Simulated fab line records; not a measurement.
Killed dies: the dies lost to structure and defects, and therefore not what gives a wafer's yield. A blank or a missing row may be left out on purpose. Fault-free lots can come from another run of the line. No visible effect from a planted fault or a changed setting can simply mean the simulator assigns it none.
Which tool is to blame? ; flow berkeley_cmos170 ; 15 lots, 45 wafers sampled, at 4 steps of a route of 331

## WHAT THE GAUGES READ, wafer by wafer
UCB170_M1_CD_MEAS_09: the cd target is 700 nm. Usual: cd_nm 700.3 nm, standard deviation 1.5.
lot;measured;on;cd_nm (nm);flag
L215;day 7 21:58;cd_sem-02;701.6 702.8 701.0;
L217;day 8 00:14;cd_sem-01;697.8 695.6 697.4;
L218;day 8 22:08;cd_sem-01;698.8 698.9 697.7;
L219;day 8 22:38;cd_sem-01;700.1 699.7 701.1;
L221;day 8 22:58;cd_sem-02;699.8 697.9 699.4;
L220;day 8 23:51;cd_sem-01;698.6 698.7 699.4;
L224;day 9 17:43;cd_sem-01;697.8 698.7 698.2;
L226;day 10 14:24;cd_sem-01;701.7 700.6 700.7;
L227;day 10 14:10;cd_sem-02;700.0 699.8 700.7;
L228;day 10 14:38;cd_sem-01;701.4 701.3 699.9;
L232;day 11 13:49;cd_sem-02;700.5 702.4 701.6;
L235;day 12 07:53;cd_sem-02;699.0 699.6 698.0;
L233;day 12 12:55;cd_sem-02;699.6 700.7 699.9;
L234;day 12 12:32;cd_sem-01;701.3 701.5 699.7;
L237;day 13 11:06;cd_sem-01;703.1 701.9 702.5;

UCB170_M3_RS_MEAS_02: measures by four-point-probe. Usual: M3_AL_RS 0.0322 ohm/sq, standard deviation 0.00038.
lot;measured;on;M3_AL_RS (ohm/sq);flag
L215;day 8 10:04;film_metro-01;0.0321 0.0321 0.0323;
L217;day 8 12:05;film_metro-03;0.0323 0.0320 0.0322;
L218;day 9 08:12;film_metro-01;0.0327 0.0327 0.0326;
L219;day 9 11:21;film_metro-04;0.0319 0.0321 0.0319;
L221;day 9 11:44;film_metro-01;0.0321 0.0320 0.0322;
L220;day 9 12:03;film_metro-04;0.0322 0.0319 0.0321;
L224;day 10 04:36;film_metro-01;0.0319 0.0311 0.0316;
L226;day 11 01:49;film_metro-01;0.0323 0.0325 0.0325;
L227;day 11 01:38;film_metro-04;0.0315 0.0318 0.0313;
L228;day 11 02:49;film_metro-03;0.0323 0.0324 0.0322;
L232;day 12 03:59;film_metro-03;0.0316 0.0318 0.0313;
L235;day 12 19:44;film_metro-01;0.0321 0.0320 0.0319;
L233;day 13 01:39;film_metro-04;0.0323 0.0321 0.0323;
L234;day 13 00:33;film_metro-04;0.0329 0.0329 0.0328;
L237;day 13 21:01;film_metro-01;0.0322 0.0324 0.0324;

UCB170_M3_CD_MEAS_15: the cd target is 700 nm. Usual: cd_nm 700.3 nm, standard deviation 1.4.
lot;measured;on;cd_nm (nm);flag
L215;day 8 12:35;cd_sem-02;700.2 698.4 698.6;
L217;day 8 14:52;cd_sem-02;701.7 701.6 703.0;
L218;day 9 11:17;cd_sem-02;699.9 701.9 700.1;
L219;day 9 13:05;cd_sem-01;699.5 697.3 698.6;
L221;day 9 13:41;cd_sem-01;699.9 699.2 700.9;
L220;day 9 13:57;cd_sem-02;700.7 700.9 702.4;
L224;day 10 06:52;cd_sem-01;701.6 702.2 701.0;
L226;day 11 04:55;cd_sem-02;699.4 700.7 700.2;
L227;day 11 04:11;cd_sem-01;700.9 703.0 701.6;
L228;day 11 05:58;cd_sem-02;699.4 698.8 699.9;
L232;day 12 08:03;cd_sem-01;697.9 697.3 696.8;
L235;day 12 23:34;cd_sem-01;698.6 700.0 698.9;
L233;day 13 06:53;cd_sem-02;700.7 700.3 699.9;
L234;day 13 06:35;cd_sem-01;701.6 702.0 700.4;
L237;day 13 23:54;cd_sem-01;701.2 702.6 702.2;

## TOOL THAT RAN EACH LOT (tool first, then ch and the chambers of the sampled wafers, then the start)
lot;UCB170_CONTACT_CLEAN_00
L215;wet_bench-01 ch 2, day 7 14:37
L217;wet_bench-01 ch 3, day 7 15:22
L218;wet_bench-02 ch 1, day 8 15:05
L219;wet_bench-01 ch 1, day 8 15:26
L221;wet_bench-01 ch 1, day 8 15:43
L220;wet_bench-02 ch 3, day 8 16:17
L224;wet_bench-01 ch 1, day 9 11:12
L226;wet_bench-02 ch 0, day 10 08:31
L227;wet_bench-02 ch 3, day 10 08:31
L228;wet_bench-02 ch 0, day 10 08:43
L232;wet_bench-04 ch 3, day 11 08:02
L235;wet_bench-04 ch 0, day 11 21:16
L233;wet_bench-01 ch 1, day 12 01:55
L234;wet_bench-01 ch 3, day 12 01:55
L237;wet_bench-04 ch 3, day 13 00:16
- UCB170_CONTACT_CLEAN_00: cleans in SPM, time 600 s.

## AS READ BY THE TOOLS THEMSELVES (means over the sampled wafers that have a number; for cases with no such wafer, the mark the record gives instead)
The record holds no such reading with a usual standard deviation.

## THE ANSWER, worked out from the rows above alone
Rule: take the mean of a lot's wafers that have a number; if it is more than 3 standard deviations from the usual mean, the lot is off. A lot without any number at a reading at which 4 lots or more have one is off too. All remaining lots with rows at the step are treated as sound. The gauges are gone through in route order, then the tools' own readings, and for those a lot's mean is taken as printed above. The first step at which some lot is off is used, and at that step the reading that is off furthest; a lot without a number counts as furthest.
None of the lots is off at any reading shown; this tells nothing.

## WHAT THE SIMULATOR HAD INSERTED
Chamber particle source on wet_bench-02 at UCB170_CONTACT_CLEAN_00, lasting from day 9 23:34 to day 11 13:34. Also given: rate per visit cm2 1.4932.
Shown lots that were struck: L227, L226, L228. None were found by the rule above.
